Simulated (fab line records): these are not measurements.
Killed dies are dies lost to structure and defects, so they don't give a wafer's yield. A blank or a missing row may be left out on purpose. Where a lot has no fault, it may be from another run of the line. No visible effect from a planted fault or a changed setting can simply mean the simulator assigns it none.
fab line records    flow rit-cmos
record: lots: 7  wafers: 21  last-day: 7
route steps=202 shown PLDD@122 SPACER@125 NSD@131 M1@202
lots that met no fault: from a run of the same line without faults
start-h: hours from the record's opening day to when the first of the lot's shown wafers began    wait-h: time in hours since the lot's previous step    " identical to the entry in the row above    L1.1+2: several wafers, shown together as one row    - no value, or no start was given    * or withheld: withheld    < > ~ a bound
route shown NAME@n: NAME is a module with steps in the file, n the number in the route of the first one    usual: mean and standard deviation over wafers with no fault    same: alike in all rows    chamber/n: place in a boat    sites: per-site readings    _std_site: the standard deviation of these    _edge_site: mean of outer sites minus mean of inner sites    radius-mm: how far each site lies from the wafer's centre    mask NAME#n: copy n    behind: the tool/chamber that last shaped the wafer    hold: why the lot was held/for how many hours/how that ended    device: the transistor (n, p or np) that didn't switch    end of line: the same wafers' tests at the end of the route    a step given without rows: its recipe and nothing more    killed: dies that structure and defects cost at the first sort, which is not the same as the wafer's yield    map: dies across one wafer; x = killed, . = not, _ = none there
set.NAME: the setting that was run; set.NAME@STEP: the one run at that earlier step    model.NAME: the simulator's own value behind a step, which no gauge read
a table for each step, a row for each wafer; lots at some steps of the route
services: when a tool's chamber went out of use (start-h, in hours from the record's first day, below 0 if earlier), for how many hours, and the reason
== steps ==
step: RIT_PLDD_IMPLANT_08
recipe: species: BF2  energy-kev: 20  dose-cm2: 9e+14  tilt-deg: 7
step: RIT_PLDD_STRIP_09
recipe: chemistry: O2  time-s: 180  resist: NOVOLAK  platen-temp-c: withheld  power-w: 500  pressure-mtorr: 4000  o2-flow-sccm: 4000
usual: drypump-motor-current-A: 5.4/0.59  rf-refl-power-W: 5.6/1.1
lot.wafer  tool             chamber  start-h  wait-h  drypump-motor-current-A  rf-hours-counter-h  rf-refl-power-W
L266.3     plasma-asher-02  1        75.46    0.1     6.0                      -                   6.0
L266.4     "                0        "        "       5.0                      -                   4.3
L266.5     "                1        "        "       6.0                      -                   6.1
L268.1     plasma-asher-04  1        89.85    0.1     6.0                      30                  8.6
L268.5     "                0        "        "       5.5                      -                   4.9
L268.6     "                1        "        "       6.0                      -                   8.5
L271.2     plasma-asher-01  1        103.40   0.1     6.0                      45                  5.6
L271.3     "                1        "        "       6.0                      -                   5.7
L271.6     "                0        "        "       4.7                      -                   5.2
L277.1     plasma-asher-01  1        132.58   0.1     5.9                      50                  5.7
L277.4     "                1        "        "       6.0                      -                   5.7
L277.5     "                1        "        "       6.0                      -                   5.8
L280.3     plasma-asher-01  1        148.20   0.1     6.0                      -                   5.7
L280.5     "                0        "        "       4.6                      -                   5.2
L280.6     "                1        "        "       6.0                      -                   5.7
L281.2     plasma-asher-01  1        150.26   0.1     6.0                      53                  5.6
L281.3     "                1        "        "       6.0                      -                   5.5
L281.4     "                0        "        "       4.7                      -                   5.2
L282.1     plasma-asher-01  0        155.44   0.1     4.6                      53                  5.4
L282.5     "                0        "        "       4.6                      -                   4.6
L282.6     "                1        "        "       6.0                      -                   5.5
step: RIT_PLDD_TW_MEAS_10
usual: PLDD_TW: 2315/25
lot.wafer  tool           chamber  start-h  wait-h  PLDD_TW
L266.3     film-metro-02  -        75.60    0.1     2297
L266.4     "              -        "        "       2274
L266.5     "              -        "        "       2291
L268.1     film-metro-04  -        90.02    0.1     2338
L268.5     "              -        "        "       2342
L268.6     "              -        "        "       2342
L271.2     film-metro-03  -        103.59   0.1     2278
L271.3     "              -        "        "       2276
L271.6     "              -        "        "       2283
L277.1     film-metro-04  -        132.75   0.1     2345
L277.4     "              -        "        "       2348
L277.5     "              -        "        "       2344
L280.3     film-metro-04  -        148.33   0.1     2334
L280.5     "              -        "        "       2335
L280.6     "              -        "        "       2334
L281.2     film-metro-02  -        150.45   0.1     2316
L281.3     "              -        "        "       2291
L281.4     "              -        "        "       2301
L282.1     film-metro-02  -        155.61   0.1     2296
L282.5     "              -        "        "       2289
L282.6     "              -        "        "       2280
step: RIT_SPACER_CLEAN_00
recipe: chemistry: SC1  mix: 3:3:50  time-s: 600  temp-c: 75
step: RIT_SPACER_CLEAN_01
recipe: chemistry: dHF  dilution: 50:1  time-s: 30
step: RIT_SPACER_CLEAN_02
recipe: chemistry: SC2  mix: 3:3:50  time-s: 600  temp-c: 75  dry: n2-spin
step: RIT_SPACER_CVD_03
recipe: material: Si3N4  target-thk-nm: 250  temp-c: 810  precursor: SiH2Cl2/NH3  time-s: 3300  pressure-mtorr: 300  sih2cl2-flow-sccm: 60  nh3-flow-sccm: 150
step: RIT_SPACER_THK_MEAS_04
recipe: reads: Si3N4_of_SPACER_CVD_03
usual: SPACER_NITRIDE_THK: 250.2/2.3
lot.wafer  tool           chamber  start-h  wait-h  SPACER_NITRIDE_THK[nm]
L266.3     film-metro-01  -        79.39    0.0     249.5
L266.4     "              -        "        "       247.3
L266.5     "              -        "        "       248.0
L268.1     film-metro-01  -        92.40    0.0     251.4
L268.5     "              -        "        "       251.9
L268.6     "              -        "        "       247.7
L271.2     film-metro-04  -        105.93   0.0     248.6
L271.3     "              -        "        "       249.6
L271.6     "              -        "        "       250.6
L277.1     film-metro-01  -        135.11   0.0     251.6
L277.4     "              -        "        "       251.3
L277.5     "              -        "        "       253.9
L280.3     film-metro-01  -        150.71   0.0     250.4
L280.5     "              -        "        "       251.0
L280.6     "              -        "        "       247.5
L281.2     film-metro-04  -        152.82   0.0     247.8
L281.3     "              -        "        "       250.0
L281.4     "              -        "        "       249.2
L282.1     film-metro-01  -        157.96   0.0     248.2
L282.5     "              -        "        "       249.8
L282.6     "              -        "        "       249.1
step: RIT_SPACER_ETCHBACK_05
recipe: target-depth-a: 2500  SF6_flow_sccm: 30  CHF3_flow_sccm: 30  target: Si3N4  chemistry: SF6/CHF3  pressure-mtorr: 40  rf-w: 250  time-s: 240  stop-on: SiO2
usual: drypump-motor-current-A: 5.6/0.31  oes-product-au: 0.846/0.012  throttle-valve-pct: 10.24/0.16
lot.wafer  tool         chamber  start-h  wait-h  drypump-motor-current-A  oes-product-au  rf-hours-counter-h  throttle-valve-pct
L266.3     rie-diel-01  3        79.43    0.0     5.8                      0.821           3                   10.36
L266.4     "            2        "        "       5.6                      0.834           110                 10.45
L266.5     "            3        "        "       5.9                      0.820           -                   10.36
L268.1     rie-diel-01  2        92.46    0.1     5.6                      0.838           110                 10.44
L268.5     "            1        "        "       5.2                      0.837           -                   10.32
L268.6     "            0        "        "       5.8                      0.837           -                   10.29
L271.2     rie-diel-02  2        105.98   0.0     5.5                      0.863           18                  10.05
L271.3     "            1        "        "       5.5                      0.845           92                  10.14
L271.6     "            1        "        "       5.5                      0.844           -                   10.15
L277.1     rie-diel-03  0        135.17   0.1     5.7                      0.848           5                   10.06
L277.4     "            1        "        "       6.1                      0.842           142                 10.14
L277.5     "            1        "        "       6.1                      0.845           -                   10.14
L280.3     rie-diel-03  0        150.75   0.0     5.8                      0.835           5                   10.06
L280.5     "            2        "        "       5.8                      0.858           -                   10.57
L280.6     "            1        "        "       6.1                      0.829           -                   10.12
L281.2     rie-diel-01  0        152.87   0.0     5.8                      0.843           128                 10.29
L281.3     "            3        "        "       5.9                      0.828           4                   10.36
L281.4     "            2        "        "       5.6                      0.847           111                 10.44
L282.1     rie-diel-02  1        158.02   0.1     5.5                      0.830           93                  10.14
L282.5     "            0        "        "       5.0                      0.846           -                   10.09
L282.6     "            1        "        "       5.5                      0.829           -                   10.15
step: RIT_NSD_HMDS_00
recipe: prime-time-s: 60  prime-temp-c: 140
step: RIT_NSD_COAT_01
recipe: resist: NOVOLAK  spin-rpm: 3250  resist-thk-nm: 1000
step: RIT_NSD_SOFTBAKE_02
recipe: resist: NOVOLAK  temp-c: 90  time-s: 60
step: RIT_NSD_EXPOSE_03
recipe: mask-id: M9  na: 0.57  target-cd-nm: 40700  dose-mj: 250
lot.wafer   tool              chamber  start-h  wait-h  mask  model.NSD.overlay-x-nm
L266.3+4+5  iline-stepper-01  0        80.19    0.2     M9#0  0.1337
L268.1+5+6  iline-stepper-02  0        93.18    0.2     M9#0  0.04648
L271.2+3+6  iline-stepper-02  0        106.73   0.2     M9#0  0.4725
L277.1+4+5  iline-stepper-02  0        135.77   0.1     M9#0  -0.237
L280.3+5+6  iline-stepper-01  0        151.52   0.2     M9#0  6706
L281.2+3+4  iline-stepper-01  0        153.71   0.1     M9#0  6704
L282.1+5+6  iline-stepper-01  0        158.62   0.1     M9#0  6705
step: RIT_NSD_PEB_04
recipe: resist: NOVOLAK  temp-c: withheld  time-s: withheld
step: RIT_NSD_DEVELOP_05
recipe: resist: NOVOLAK  develop-time-s: 50  dev-temp-c: 23
step: RIT_NSD_OVL_MEAS_06
usual: NSD_OVL: 0.8/1.5
lot.wafer  tool        chamber  start-h  wait-h  hold                      NSD_OVL[nm]
L266.3     overlay-01  -        80.57    -       -                         3.2
L266.4     "           -        "        "       -                         3.8
L266.5     "           -        "        "       -                         0.3
L268.1     overlay-01  -        93.58    -       -                         1.5
L268.5     "           -        "        "       -                         1.4
L268.6     "           -        "        "       -                         0.3
L271.2     overlay-02  -        107.19   -       -                         0.6
L271.3     "           -        "        "       -                         0.8
L271.6     "           -        "        "       -                         1.1
L277.1     overlay-02  -        136.17   -       -                         1.9
L277.4     "           -        "        "       -                         1.5
L277.5     "           -        "        "       -                         -0.9
L280.3     overlay-01  -        151.89   -       await-dispo/0.2h/release  -
L280.5     "           -        "        "       await-dispo/0.2h/release  -
L280.6     "           -        "        "       await-dispo/0.2h/release  -
L280.3     overlay-01  -        152.09   0.2     -                         -
L280.5     "           -        "        "       -                         -
L280.6     "           -        "        "       -                         -
L281.2     overlay-01  -        154.10   -       await-dispo/0.2h/release  -
L281.3     "           -        "        "       await-dispo/0.2h/release  -
L281.4     "           -        "        "       await-dispo/0.2h/release  -
L281.2     overlay-01  -        154.30   0.2     -                         -
L281.3     "           -        "        "       -                         -
L281.4     "           -        "        "       -                         -
L282.1     overlay-01  -        159.02   -       await-dispo/0.2h/release  -
L282.5     "           -        "        "       await-dispo/0.2h/release  -
L282.6     "           -        "        "       await-dispo/0.2h/release  -
L282.1     overlay-01  -        159.22   0.2     -                         -
L282.5     "           -        "        "       -                         -
L282.6     "           -        "        "       -                         -
step: RIT_M1_PROBE_99
usual: defect-limited-yield: 97.3/1.1  killed_at_M0_to_M3: 0.0/0.12  killed-at-contacts: 0.1/0.34  killed-at-front-end: 7.0/2.9  killed-dies: 7.2/2.9  killed-open: 3.6/1.9  killed-short: 3.5/2.1  sort_bin_3_pad_short: 0.1/0.23  sort_bin_5_function: 1.6/0.73  sort_bin_6_memory: 1.0/0.67  sort-n-pass: 256.8/2.9  sort-yield-pct: 97.3/1.1
same: gross-dies: 264  killed_at_M4_up: 0  killed-at-back-side: 0  killed-at-other: 0
lot.wafer  tool       chamber  start-h  wait-h  defect-limited-yield[%]  killed_at_M0_to_M3  killed-at-contacts  killed-at-front-end  killed-dies  killed-open  killed-short  sort_bin_3_pad_short[%]  sort_bin_5_function[%]  sort_bin_6_memory[%]  sort-n-pass  sort-yield-pct[%]
L266.3     prober-01  -        90.63    0.2     97.3                     0                   1                   6                    7            2            5             0                        1.5                     1.1                   257.0        97.3
L266.4     prober-01  -        90.68    0.2     97.7                     0                   0                   6                    6            2            4             0                        1.5                     0.8                   258.0        97.7
L266.5     prober-01  -        90.73    0.2     98.1                     0                   0                   5                    5            0            5             0.4                      1.5                     0                     259.0        98.1
L268.1     prober-01  -        103.65   0.1     96.2                     1                   0                   9                    10           4            6             0                        1.9                     1.9                   254.0        96.2
L268.5     prober-01  -        103.85   0.2     98.1                     0                   0                   5                    5            4            1             0                        1.5                     0.4                   259.0        98.1
L268.6     prober-01  -        103.90   0.2     97.0                     0                   0                   8                    8            2            6             0                        1.9                     1.1                   256.0        97.0
L271.2     prober-02  -        117.56   0.1     98.5                     0                   0                   4                    4            1            3             0.4                      1.1                     0                     260.0        98.5
L271.3     prober-02  -        117.61   0.2     97.3                     0                   0                   7                    7            4            3             0                        1.1                     1.5                   257.0        97.3
L271.6     prober-02  -        117.76   0.2     97.3                     0                   0                   7                    7            4            3             0                        1.9                     0.8                   257.0        97.3
L277.1     prober-02  -        146.55   0.1     95.8                     0                   0                   11                   11           3            8             0.4                      2.3                     1.5                   253.0        95.8
L277.4     prober-02  -        146.70   0.2     97.3                     0                   0                   7                    7            5            2             0                        1.5                     1.1                   257.0        97.3
L277.5     prober-02  -        146.75   0.2     95.8                     0                   0                   11                   11           7            4             0                        2.7                     1.5                   253.0        95.8
killed by level:class
L266.3 SPACER:geometric-particle:short=2 FOX2:geometric-particle:open=1 GATE:geometric-particle:short=1 REOX:geometric-particle:short=1 SPACER:geometric-particle:open=1 CONTACT:geometric-particle:short=1
L266.4 FOX1:geometric-particle:short=1 GATE:geometric-particle:short=1 GATE:geometric-particle:open=1 REOX:geometric-particle:open=1 SPACER:geometric-particle:short=1 SILICIDE:geometric-particle:short=1
L266.5 GATE:geometric-particle:short=4 SPACER:geometric-particle:short=1
L268.1 GATE:geometric-particle:open=2 GATE:geometric-particle:short=2 SILICIDE:geometric-particle:short=2 REOX:geometric-particle:open=1 SPACER:geometric-particle:short=1 SILICIDE:geometric-particle:open=1 M1:geometric-particle:short=1
L268.5 GATE:geometric-particle:open=3 FOX2:geometric-particle:short=1 SPACER:geometric-particle:open=1
L268.6 GATE:geometric-particle:short=3 SPACER:geometric-particle:short=2 SILICIDE:geometric-particle:open=2 FOX1:geometric-particle:short=1
L271.2 GATE:geometric-particle:short=2 GATE:geometric-particle:open=1 REOX:geometric-particle:short=1
L271.3 REOX:geometric-particle:open=2 SILICIDE:geometric-particle:short=2 FOX1:geometric-particle:short=1 GATE:geometric-particle:open=1 SILICIDE:geometric-particle:open=1
L271.6 GATE:geometric-particle:open=2 REOX:geometric-particle:open=2 SPACER:geometric-particle:short=2 GATE:geometric-particle:short=1
L277.1 GATE:geometric-particle:short=4 FOX2:geometric-particle:short=2 GATE:geometric-particle:open=2 FOX1:geometric-particle:open=1 SPACER:geometric-particle:short=1 SILICIDE:geometric-particle:short=1
L277.4 GATE:geometric-particle:short=2 SPACER:geometric-particle:open=2 ACTIVE:geometric-particle:open=1 GATE:geometric-particle:open=1 REOX:geometric-particle:open=1
L277.5 GATE:geometric-particle:open=3 FOX1:geometric-particle:short=2 SILICIDE:geometric-particle:open=2 SILICIDE:geometric-particle:short=1 REOX:geometric-particle:open=1 SPACER:geometric-particle:short=1 SPACER:geometric-particle:open=1
== services ==
tool              chamber  start-h  hours  kind
iline-stepper-01  -        68.59    4.4    pm
rie-diel-03       1        78.86    3.4    repair
iline-stepper-02  -        89.99    1.7    pm
rie-diel-02       1        107.81   3.7    repair
plasma-asher-02   -        108.75   9.0    pm
plasma-asher-02   0        108.75   9.0    vent-cycle
plasma-asher-02   1        108.75   9.0    vent-cycle
rie-diel-03       -        111.41   2.3    repair
rie-diel-01       -        113.99   4.3    pm
iline-stepper-01  -        114.32   1.7    pm
plasma-asher-02   0        117.75   -      clean
plasma-asher-02   1        117.75   -      clean
rie-diel-01       3        118.36   18.3   repair
rie-diel-02       0        118.75   17.0   repair
plasma-asher-04   -        138.04   2.8    pm
== key ==
first-sign: step: RIT_NSD_OVL_MEAS_06  reading: visit  direction: added
effect: step: RIT_NSD_OVL_MEAS_06  reading: hold  direction: added
model-effect: step: RIT_NSD_EXPOSE_03  value: NSD.overlay-x-nm  without: 0.3878  struck: 6705
met-at RIT_NSD_EXPOSE_03
struck-wafers L280.3,L280.5,L280.6,L281.2,L281.3,L281.4,L282.1,L282.5,L282.6
scrapped-behind RIT_NSD_OVL_MEAS_06 L280.3,L280.5,L280.6,L281.2,L281.3,L281.4,L282.1,L282.5,L282.6
onset-between 80.19 151.52
also-fits time
fault: kind: scanner-matching-overlay  tool: iline-stepper-01  chamber: -  onset-h: 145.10  steps: RIT_NSD_EXPOSE_03  offset: 6704.9
